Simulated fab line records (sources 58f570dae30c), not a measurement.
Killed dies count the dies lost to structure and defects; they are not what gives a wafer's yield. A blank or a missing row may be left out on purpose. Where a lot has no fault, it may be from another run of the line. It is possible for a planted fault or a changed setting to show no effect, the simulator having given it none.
Split-lot experiment :: flow berkeley_cmos170 :: 23 wafers read across 5 lots, on a route 331 steps long

## ABOUT THE SPLIT
At UCB170_PSD_IMPLANT_08, the setting dose_cm2 was moved away from the recipe's 3e+15 on 9 of the 23 wafers read, by +2.7% to +6.0%. All remaining wafers had this setting at the recipe value.

## FROM THE SPLIT TO THE READING: what the file shows between them, 8 steps
- UCB170_PSD_STRIP_09: strips in O2
- UCB170_PSD_TW_MEAS_10
- UCB170_NSD_IMPLANT_08 (also split here: dose_cm2)
- UCB170_NSD_STRIP_09: strips in O2
- UCB170_BACKSIDE_STRIP_03: strips in O2 (also split here: power_w)
- UCB170_BACKSIDE_CLEAN_04: cleans in SPM, time 600 s
- UCB170_SDANNEAL_RTA_00: time 10 s
- UCB170_SDANNEAL_RTA_01: time 5 s

## THE READING
Measured at UCB170_SDANNEAL_RS_MEAS_02 by four-point probe: PSD_RS, in ohm/sq. Typical for fault-free wafers on this fab line: 75.65 ohm/sq, with standard deviation 0.26 ohm/sq.

wafer: L074.1
tool, chamber at the split: implanter-02, 0
dose_cm2 as run: 3.151e+15
against the recipe: +5.0%
PSD_RS, ohm/sq: 72.84
against lot-mates on the recipe: -2.88

wafer: L074.3
tool, chamber at the split: implanter-02, 0
dose_cm2 as run: 3.151e+15
against the recipe: +5.0%
PSD_RS, ohm/sq: 72.70
against lot-mates on the recipe: -3.02

wafer: L074.4
tool, chamber at the split: implanter-02, 0
dose_cm2 as run: 3.151e+15
against the recipe: +5.0%
PSD_RS, ohm/sq: 72.88
against lot-mates on the recipe: -2.84

wafer: L074.5
tool, chamber at the split: implanter-02, 0
dose_cm2 as run: 3e+15
against the recipe: recipe
PSD_RS, ohm/sq: 75.59
against lot-mates on the recipe: -

wafer: L074.6
tool, chamber at the split: implanter-02, 0
dose_cm2 as run: 3e+15
against the recipe: recipe
PSD_RS, ohm/sq: 75.86
against lot-mates on the recipe: -

wafer: L075.1
tool, chamber at the split: implanter-02, 0
dose_cm2 as run: 3e+15
against the recipe: recipe
PSD_RS, ohm/sq: 75.68
against lot-mates on the recipe: -

wafer: L075.2
tool, chamber at the split: implanter-02, 0
dose_cm2 as run: 3e+15
against the recipe: recipe
PSD_RS, ohm/sq: 75.48
against lot-mates on the recipe: -

wafer: L075.4
tool, chamber at the split: implanter-02, 0
dose_cm2 as run: 3e+15
against the recipe: recipe
PSD_RS, ohm/sq: 75.32
against lot-mates on the recipe: -

wafer: L079.1
tool, chamber at the split: implanter-02, 0
dose_cm2 as run: 3e+15
against the recipe: recipe
PSD_RS, ohm/sq: 75.37
against lot-mates on the recipe: -

wafer: L079.2
tool, chamber at the split: implanter-02, 0
dose_cm2 as run: 3e+15
against the recipe: recipe
PSD_RS, ohm/sq: 75.31
against lot-mates on the recipe: -

wafer: L079.4
tool, chamber at the split: implanter-02, 0
dose_cm2 as run: 3e+15
against the recipe: recipe
PSD_RS, ohm/sq: 75.42
against lot-mates on the recipe: -

wafer: L079.5
tool, chamber at the split: implanter-02, 0
dose_cm2 as run: 3e+15
against the recipe: recipe
PSD_RS, ohm/sq: 75.42
against lot-mates on the recipe: -

wafer: L079.6
tool, chamber at the split: implanter-02, 0
dose_cm2 as run: 3e+15
against the recipe: recipe
PSD_RS, ohm/sq: 75.47
against lot-mates on the recipe: -

wafer: L081.1
tool, chamber at the split: implanter-03, 0
dose_cm2 as run: 3e+15
against the recipe: recipe
PSD_RS, ohm/sq: 75.98
against lot-mates on the recipe: -

wafer: L081.2
tool, chamber at the split: implanter-03, 0
dose_cm2 as run: 3.181e+15
against the recipe: +6.0%
PSD_RS, ohm/sq: 72.63
against lot-mates on the recipe: -3.31

wafer: L081.3
tool, chamber at the split: implanter-03, 0
dose_cm2 as run: 3.181e+15
against the recipe: +6.0%
PSD_RS, ohm/sq: 72.47
against lot-mates on the recipe: -3.47

wafer: L081.4
tool, chamber at the split: implanter-03, 0
dose_cm2 as run: 3.181e+15
against the recipe: +6.0%
PSD_RS, ohm/sq: 72.14
against lot-mates on the recipe: -3.80

wafer: L081.6
tool, chamber at the split: implanter-03, 0
dose_cm2 as run: 3e+15
against the recipe: recipe
PSD_RS, ohm/sq: 75.90
against lot-mates on the recipe: -

wafer: L084.1
tool, chamber at the split: implanter-02, 0
dose_cm2 as run: 3e+15
against the recipe: recipe
PSD_RS, ohm/sq: 75.50
against lot-mates on the recipe: -

wafer: L084.2
tool, chamber at the split: implanter-02, 0
dose_cm2 as run: 3e+15
against the recipe: recipe
PSD_RS, ohm/sq: 75.44
against lot-mates on the recipe: -

wafer: L084.3
tool, chamber at the split: implanter-02, 0
dose_cm2 as run: 3.082e+15
against the recipe: +2.7%
PSD_RS, ohm/sq: 73.86
against lot-mates on the recipe: -1.61

wafer: L084.4
tool, chamber at the split: implanter-02, 0
dose_cm2 as run: 3.082e+15
against the recipe: +2.7%
PSD_RS, ohm/sq: 73.61
against lot-mates on the recipe: -1.86

wafer: L084.5
tool, chamber at the split: implanter-02, 0
dose_cm2 as run: 3.082e+15
against the recipe: +2.7%
PSD_RS, ohm/sq: 74.08
against lot-mates on the recipe: -1.39

FIT RESULTS
A straight line over all 23 wafers: PSD_RS changes by -0.536 ohm/sq for each +1% of dose_cm2; r = -0.99; the points scatter about the line by 0.23 ohm/sq.
The same after taking each lot's own level away (the mean of its wafers on the recipe; 23 wafers): -0.583 ohm/sq for each +1%; r = -1.00; scatter 0.13 ohm/sq.
On that fit, the largest move of dose_cm2 shifts the reading by 3.5 ohm/sq.
From 75.398 to 75.940 ohm/sq: that is the span of the lots' own levels, equal to 2.1 times the standard deviation above.
So the lot-to-lot level changes the slope little: the two slopes agree.
Check: for one of the wafers moved furthest among these (+6.0%), held out of the fit, the line's prediction against its lot-mates is -3.57 ohm/sq. Against them it came out at -3.31 ohm/sq.

## OTHER SPLITS APPLIED TO THESE WAFERS
Note: prior to the reading, these wafers also went through further splits. Each is held against what the fit with the lots' levels taken away leaves over:
other split on the same wafers: UCB170_PSD_EXPOSE_03 dose_mj
wafers away from the commonest value: 5
r with PSD_RS (lot level and that fit taken away): +0.00

other split on the same wafers: UCB170_NSD_IMPLANT_08 dose_cm2
wafers away from the commonest value: 8
r with PSD_RS (lot level and that fit taken away): -0.19

other split on the same wafers: UCB170_BACKSIDE_STRIP_03 power_w
wafers away from the commonest value: 10
r with PSD_RS (lot level and that fit taken away): +0.39

## THE WHOLE CHAIN: every reading that the file lists as answering this split, in the file's order
step: UCB170_PSD_STRIP_09
what it does: strips in O2
reading: strip_time_to_endpoint_s
change (the file's fit): withheld for each +1% of the setting
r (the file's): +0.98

step: UCB170_PSD_TW_MEAS_10
what it does: 
reading: PSD_TW
change (the file's fit): +7.02 for each +1% of the setting
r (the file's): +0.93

step: UCB170_SDANNEAL_RS_MEAS_02
what it does: measures by four-point-probe
reading: PSD_RS
change (the file's fit): -0.584 for each +1% of the setting
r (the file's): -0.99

## THE FILE'S OWN FIT
PSD_RS changes by -0.584 ohm/sq for each +1% of dose_cm2, r = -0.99.
